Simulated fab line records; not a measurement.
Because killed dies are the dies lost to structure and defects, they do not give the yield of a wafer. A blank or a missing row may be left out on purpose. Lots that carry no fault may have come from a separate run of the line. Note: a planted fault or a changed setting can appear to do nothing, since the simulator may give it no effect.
Struck lot and sound lot, side by side -- flow berkeleyCmos170 -- 43 out of 331 route steps
Sound: the wafers L902.3, L902.4, L902.6. Wafers L903.1, L903.2, L903.3 were the ones struck. The cause is named last.
Order at every step that has rows: each side's tool, ch and its chambers, its first start. Under that, the readings that differ: sound wafers -- struck wafers -- difference of the means -- sigmas: that difference in standard deviations of wafers without a fault.
alike: same words and numbers on both sides, and readings whose means sit less than 2 such deviations apart. not compared: any withheld reading, any reading some wafer has no value for, any bound like >300 that may hide the same value, and any number with overlapping values for which the record gives no deviation.
A row with sigmas, a row that says differs or no value, or rows on one side alone: a step with any of these is where the two part. Numbers that don't overlap but have no deviation are shown without sigmas and don't part them. Lack of a reading on every wafer of one side parts them only where that side has two or more wafers.

first, 5 steps without rows for these wafers: UCB170_M1_COAT_04 (resist thk 900 nm); UCB170_M1_SOFTBAKE_05 (time 60 s); UCB170_M1_EXPOSE_06 (exposes mask METAL1, target cd 700 nm); UCB170_M1_PEB_07; UCB170_M1_DEVELOP_08 (develop time 45 s).
UCB170_M1_CD_MEAS_09: target cd 700 nm.
  sound on cdSem-01, day 10 23:03; struck on cdSem-01, day 11 02:58
  alike: cdNm
UCB170_M1_OVL_MEAS_10:
  sound on overlay-02, day 10 23:08; struck on overlay-01, day 11 03:05
  alike: M1_OVL
then, 1 step without rows for these wafers: UCB170_M1_ETCH_11 (etches BARC in N2/H2).
UCB170_M1_METAL_ETCH_12: etches Al in Cl2/BCl3, stops on PSG, target depth 780 nm, time 130 s.
  sound on rieMetal-02 ch 0,1, day 10 23:15; struck on rieMetal-01 ch 0,1, day 11 03:09
  alike: chamberPressureMTorr, drypumpMotorCurrentA, oesProductAu, throttleValvePct
  not compared: rfHoursCounterH
UCB170_M1_STRIP_13: strips in O2.
  sound on plasmaAsher-04 ch 0,1, day 10 23:22; struck on plasmaAsher-01 ch 0,1, day 11 03:17
  alike: chamberPressureMTorr, drypumpMotorCurrentA, oesProductAu
  not compared: rfHoursCounterH
UCB170_M1_CD_MEAS_90: target cd 700 nm.
  sound on cdSem-01, day 11 00:01; struck on cdSem-01, day 11 03:30
  alike: cdNm
then, 1 step without rows for these wafers: UCB170_M1_ANNEAL_14 (time 1200 s).
UCB170_V1_CVD_00: deposits SiO2 from TEOS/O2, target thk 2000 nm, time 250 s.
  sound on pecvd-01 ch 0,1, day 11 02:02; struck on pecvd-03 ch 0,1,2, day 11 04:57
reading,sound,struck,difference,sigmas
model.SiO2_of_V1_CVD_00.thkNm (nm),1969 1966 2008,803.4 792.7 815.9,-1177.0,
  alike: heaterPowerW
UCB170_V1_THK_MEAS_01:
  sound on filmMetro-03, day 11 02:13; struck on filmMetro-03, day 11 05:07
reading,sound,struck,difference,sigmas
V1_TEOS_THK (nm),1970 1967 2007,803 792 816,-1178,-44
UCB170_V1_CMP_02: polishes SiO2.
  sound on cmp-01 ch 1,2,3, day 11 02:21; struck on cmp-01 ch 0,2,3, day 11 05:10
  alike: motorCurrentA, slurryFlowMlMin
UCB170_V1_BOW_MEAS_03:
  sound on filmMetro-01, day 11 02:35; struck on filmMetro-03, day 11 05:28
  alike: V1_BOW
UCB170_V1_THK_MEAS_04:
  sound on filmMetro-01, day 11 02:41; struck on filmMetro-03, day 11 05:35
reading,sound,struck,difference,sigmas
V1_POLISHED_THK (nm),999.6 1000.9 1001.2,803.5 792.9 815.5,-196.6,-99 or more
then, 7 steps without rows for these wafers: UCB170_V1_CLEAN_05 (cleans in DIW); UCB170_V1_HMDS_06 (prime time 60 s); UCB170_V1_COAT_07 (resist thk 900 nm); UCB170_V1_SOFTBAKE_08 (time 60 s); UCB170_V1_EXPOSE_09 (exposes mask VIA1, target cd 700 nm); UCB170_V1_PEB_10; UCB170_V1_DEVELOP_11 (develop time 45 s).
UCB170_V1_CD_MEAS_12: target cd 700 nm.
  sound on cdSem-01, day 11 04:30; struck on cdSem-01, day 11 06:55
  alike: cdNm
UCB170_V1_OVL_MEAS_13:
  sound on overlay-02, day 11 04:35; struck on overlay-02, day 11 07:02
  alike: V1_OVL
UCB170_V1_ETCH_14: etches SiO2 in CHF3/CF4/Ar, stops on Al, target depth 1250 nm, time 291 s.
  sound on rieDiel-04 ch 0,2,3, day 11 04:37; struck on rieDiel-03 ch 0,1,2, day 11 07:04
reading,sound,struck,difference,sigmas
oesProductAu (a.u.),0.862 0.872 0.885,0.800 0.756 0.780,-0.094,-6
model.etch.depthNm (nm),1000 1001 1001,803.4 792.7 815.9,-196.7,
model.V1.featureDepthNm (nm),1000 1001 1001,803.4 792.7 815.9,-196.7,
  alike: chamberPressureMTorr, drypumpMotorCurrentA, throttleValvePct
  not compared: rfHoursCounterH
UCB170_V1_STRIP_15: strips in O2.
  sound on plasmaAsher-01 ch 0,1, day 11 04:50; struck on plasmaAsher-03 ch 0,1, day 11 07:15
  alike: chamberPressureMTorr, drypumpMotorCurrentA, oesProductAu, stripTimeToEndpointS
  not compared: rfHoursCounterH
UCB170_V1_CD_MEAS_90: target cd 700 nm.
  sound on cdSem-01, day 11 05:20; struck on cdSem-01, day 11 07:21
  alike: cdNm
then, 2 steps without rows for these wafers: UCB170_M2_PRE_CLEAN_00 (preclean etch time 60 s); UCB170_M2_SPUTTER_01 (material Al, target thk 900 nm, time 120 s).
UCB170_M2_RS_MEAS_02: measurement is done with a four-point probe.
  sound on filmMetro-04, day 11 05:37; struck on filmMetro-02, day 11 07:37
  alike: M2_AL_RS
UCB170_M2_THK_MEAS_03: measures by xrf.
  sound on filmMetro-04, day 11 05:43; struck on filmMetro-02, day 11 07:44
  alike: M2_AL_THK
then, 3 steps without rows for these wafers: UCB170_M2_HMDS_04 (prime time 60 s); UCB170_M2_COAT_05 (resist thk 900 nm); UCB170_M2_SOFTBAKE_06 (time 60 s).
UCB170_M2_STRIP_07: strips in O2.
  sound on plasmaAsher-02 ch 0,1, day 11 06:19; struck on plasmaAsher-03 ch 0,1, day 11 08:15
  alike: chamberPressureMTorr, drypumpMotorCurrentA, oesProductAu, stripTimeToEndpointS
  not compared: rfHoursCounterH
then, 5 steps without rows for these wafers: UCB170_M2_STRIP_08 (strips KrF in DMSO, time 600 s); UCB170_M2_COAT_09; UCB170_M2_COAT_10 (resist thk 900 nm); UCB170_M2_SOFTBAKE_11 (time 60 s); UCB170_M2_EXPOSE_12 (exposes mask METAL2, target cd 700 nm).
UCB170_M2_METAL_ETCH_18: etches Al in Cl2/BCl3, stops on SiO2, target depth 1170 nm, time 195 s.
  sound on rieMetal-02 ch 0,1, day 11 07:44; struck on rieMetal-04 ch 0,1, day 11 09:34
reading,sound,struck,difference,sigmas
throttleValvePct (%),24.3 24.8 24.8,24.0 24.0 24.0,-0.6,-2
model.SiO2_of_V1_CVD_00.thkNm (nm),936 940.6 940.1,744.9 729.5 752.7,-196.5,
  alike: chamberPressureMTorr, drypumpMotorCurrentA, oesProductAu
  not compared: rfHoursCounterH

## WHERE THEY PART
First at UCB170_V1_THK_MEAS_01; last, within this record, at UCB170_M2_METAL_ETCH_18.

WHY: the cause the simulator had injected
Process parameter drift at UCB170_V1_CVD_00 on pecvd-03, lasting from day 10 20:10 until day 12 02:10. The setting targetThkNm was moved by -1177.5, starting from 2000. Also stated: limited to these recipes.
